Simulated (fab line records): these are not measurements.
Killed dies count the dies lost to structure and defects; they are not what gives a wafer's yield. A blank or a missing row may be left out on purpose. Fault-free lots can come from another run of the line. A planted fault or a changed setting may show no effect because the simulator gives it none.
Chamber matching | flow berkeley_cmos170 | 3 sister chambers for UCB170_SPACER_CVD_00 on pecvd-03
The step deposits SiO2 from TEOS/O2, target thk 376 nm, time 47 s. 3 wafers are shown with their chamber, then 8 later ones without.

## EACH WAFER AND ITS CHAMBER
wafer  | chamber | susceptor_temp_C (C)
L764.1 | 2       | 389.85
L764.3 | 1       | 390.20
L773.3 | 0       | 389.96

## WAFERS WHOSE CHAMBER IS MISSING
wafer  | susceptor_temp_C (C)
L773.4 | 389.98
L773.6 | 389.94
L775.2 | 390.22
L775.4 | 390.23
L775.5 | 390.06
L778.1 | 389.87
L778.2 | 389.93
L778.6 | 390.05

## WHICH CHAMBER EACH WENT THROUGH
wafer  | from the rows above     | in truth
L773.4 | 0                       | 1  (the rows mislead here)
L773.6 | can't be placed: 0 or 2 | 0
L775.2 | 1                       | 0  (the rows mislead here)
L775.4 | 1                       | 1
L775.5 | can't be placed: 0 or 1 | 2
L778.1 | can't be placed: 2 or 0 | 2
L778.2 | can't be placed: 0 or 2 | 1
L778.6 | can't be placed: 0 or 1 | 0
Placed correctly: 1 of 8. From these rows, 5 cannot be placed; in 3 the true chamber is one of the candidates. Placed wrongly: 2.
How it was worked out, from the rows above alone: a wafer's distance from a chamber is the root of the sum, over the readings, of the square of ((its reading less the chamber's mean) divided by the reading's scatter). If the next closest chamber is less than 2 further off than the closest, the wafer can't be placed; otherwise it belongs to the closest. For every chamber, the mean is computed from those of its wafers that are shown. The scatter: with one shown wafer a chamber, the root of the mean of the squares of how far each hidden wafer lies from its nearest shown one.
